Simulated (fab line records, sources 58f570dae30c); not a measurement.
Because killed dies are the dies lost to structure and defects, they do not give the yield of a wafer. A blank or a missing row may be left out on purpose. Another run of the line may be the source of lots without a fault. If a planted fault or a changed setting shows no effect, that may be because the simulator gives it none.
Which tool was responsible?    flow berkeley_cmos170    42 wafers from 14 lots sampled at 5 of the route's 331 steps

== WHAT THE GAUGES READ, wafer by wafer ==
UCB170_WELLDRIVE_THK_MEAS_02. Usual: WELLDRIVE_OXIDE_THK typically reads 200 nm, with standard deviation 3.9.
lot   measured     on             WELLDRIVE_OXIDE_THK (nm)  flag
L644  day 3 16:04  film_metro-03  198 201 199               
L645  day 4 10:25  film_metro-04  200 197 200               
L646  day 4 10:25  film_metro-03  199 204 202               
L647  day 4 22:11  film_metro-01  201 205 203               
L652  day 5 21:53  film_metro-03  153 152 155               OFF
L653  day 5 21:52  film_metro-04  152 153 156               OFF
L657  day 6 19:25  film_metro-01  195 194 197               
L658  day 7 02:22  film_metro-01  199 201 200               
L659  day 7 02:22  film_metro-04  195 193 194               
L663  day 8 00:16  film_metro-01  192 194 194               
L664  day 8 00:14  film_metro-03  196 199 199               
L665  day 8 17:47  film_metro-04  197 202 198               
L666  day 8 17:47  film_metro-03  193 197 196               
L667  day 8 17:47  film_metro-01  200 202 203               

UCB170_ACTIVE_THK_MEAS_03. Usual: ACTIVE_OXIDE_THK typically reads 26.4 nm, with standard deviation 0.45.
lot   measured     on             ACTIVE_OXIDE_THK (nm)  flag
L644  day 4 06:55  film_metro-04  25.8 26.9 26.7         
L645  day 4 20:32  film_metro-02  26.4 27.0 26.7         
L646  day 4 20:32  film_metro-03  26.5 26.6 26.5         
L647  day 5 11:34  film_metro-03  25.9 25.9 26.2         
L652  day 6 11:24  film_metro-02  25.9 26.0 25.8         
L653  day 6 11:23  film_metro-04  25.9 26.0 25.8         
L657  day 7 09:14  film_metro-03  25.6 25.5 25.6         
L658  day 7 09:14  film_metro-04  26.6 26.8 26.5         
L659  day 7 09:14  film_metro-02  26.6 26.7 26.6         
L663  day 8 12:19  film_metro-03  26.2 26.3 26.7         
L664  day 8 12:18  film_metro-02  26.7 26.8 27.1         
L665  day 9 06:55  film_metro-03  26.4 25.6 26.4         
L666  day 9 06:56  film_metro-02  27.1 27.0 26.6         
L667  day 9 06:55  film_metro-04  26.6 26.6 27.0         

UCB170_PFIELD_OVL_MEAS_06. Usual: PFIELD_OVL typically reads 1 nm, with standard deviation 5.
lot   measured     on          PFIELD_OVL (nm)  flag
L644  day 4 20:18  overlay-02  4 0 0            
L645  day 5 09:20  overlay-01  9 10 5           
L646  day 5 09:29  overlay-01  -1 -1 5          
L647  day 6 01:23  overlay-02  0 3 -3           
L652  day 6 22:06  overlay-01  5 6 10           
L653  day 6 22:39  overlay-01  -6 3 -2          
L657  day 7 20:07  overlay-01  4 1 1            
L658  day 7 20:43  overlay-01  8 5 3            
L659  day 7 20:59  overlay-02  2 4 2            
L663  day 9 01:20  overlay-02  -2 -2 -6         
L664  day 9 01:03  overlay-01  -2 1 9           
L665  day 9 18:41  overlay-02  -3 -10 -4        
L666  day 9 18:47  overlay-01  7 4 -2           
L667  day 9 18:28  overlay-01  -1 -2 -2         

UCB170_PFIELD_TW_MEAS_09. Usual: PFIELD_TW typically reads 600.5, with standard deviation 2.9.
lot   measured     on             PFIELD_TW          flag
L644  day 4 20:35  film_metro-01  597.2 600.0 597.7  
L645  day 5 09:37  film_metro-02  605.6 602.1 603.7  
L646  day 5 09:47  film_metro-03  601.3 600.6 599.8  
L647  day 6 01:40  film_metro-03  597.9 597.0 598.2  
L652  day 6 22:23  film_metro-02  603.1 606.9 608.1  
L653  day 6 22:56  film_metro-01  601.4 600.8 599.9  
L657  day 7 20:24  film_metro-01  598.7 595.5 598.6  
L658  day 7 21:00  film_metro-03  598.3 599.8 600.9  
L659  day 7 21:16  film_metro-01  596.6 598.4 599.1  
L663  day 9 01:38  film_metro-02  604.2 604.6 601.0  
L664  day 9 01:20  film_metro-01  595.5 598.5 597.7  
L665  day 9 18:59  film_metro-03  599.4 602.8 602.0  
L666  day 9 19:05  film_metro-03  598.5 602.1 600.9  
L667  day 9 18:46  film_metro-01  596.9 598.9 598.8  

== EACH LOT AND THE TOOL THAT RAN IT (in order: tool; ch and the chambers of the sampled wafers; start) ==
lot   UCB170_WELLDRIVE_OXIDATION_01
L644  furnace-02 ch 0, day 3 12:27
L645  furnace-01 ch 0, day 4 06:55
L646  furnace-01 ch 0, day 4 06:55
L647  furnace-04 ch 0, day 4 18:41
L652  furnace-01 ch 0, day 5 18:22
L653  furnace-01 ch 0, day 5 18:22
L657  furnace-04 ch 0, day 6 15:55
L658  furnace-02 ch 0, day 6 22:52
L659  furnace-02 ch 0, day 6 22:52
L663  furnace-04 ch 0, day 7 20:44
L664  furnace-04 ch 0, day 7 20:44
L665  furnace-04 ch 0, day 8 14:16
L666  furnace-04 ch 0, day 8 14:16
L667  furnace-04 ch 0, day 8 14:16
- UCB170_WELLDRIVE_OXIDATION_01: target thk 199 nm, ox time 9000 s.

== AS READ BY THE TOOLS THEMSELVES (means over the sampled wafers that have a number; for cases with no such wafer, the mark the record gives instead) ==
UCB170_WELLDRIVE_OXIDATION_01. Usual: ox_temp_c_max at 1106.9, with a standard deviation of 1.8.
lot   tool        ox_temp_c_max  flag
L644  furnace-02  1107.5         
L645  furnace-01  1107.6         
L646  furnace-01  1109.5         
L647  furnace-04  1105.0         
L652  furnace-01  1108.2         
L653  furnace-01  1107.0         
L657  furnace-04  1105.3         
L658  furnace-02  1105.4         
L659  furnace-02  1106.3         
L663  furnace-04  1105.4         
L664  furnace-04  1105.1         
L665  furnace-04  1105.3         
L666  furnace-04  1104.1         
L667  furnace-04  1105.0         

== THE ANSWER, worked out from the rows above alone ==
Rule: a lot is off if the mean of its wafers that have a number lies more than 3 standard deviations from the usual mean. Also off: a lot with no number at a reading for which 4 or more lots have one. Where the step has rows for the other lots, those lots are counted as sound. Order of review: gauges by route order, followed by the tools' own readings, for which a lot's mean as printed above is used. The first step at which some lot is off is used, and at that step the reading that is off furthest; a lot without a number counts as furthest.
Off: L652, L653, seen at UCB170_WELLDRIVE_THK_MEAS_02 (WELLDRIVE_OXIDE_THK).
If a tool, at a process step before that reading, ran all the lots that are off and no sound lot after the first of them, it fits. Those tools and the gauges at UCB170_WELLDRIVE_THK_MEAS_02 are tried in the same way. One fits: UCB170_WELLDRIVE_OXIDATION_01 on furnace-01. A fault onset in the window from L645 (day 4 06:55, its last sound lot) to L652 (day 5 18:22, its first lot off) fits.

== WHAT THE SIMULATOR PUT IN ==
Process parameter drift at UCB170_WELLDRIVE_OXIDATION_01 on furnace-01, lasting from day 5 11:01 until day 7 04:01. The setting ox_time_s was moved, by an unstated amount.
Lots struck among those shown: L653, L652. The rule above reached the same finding.
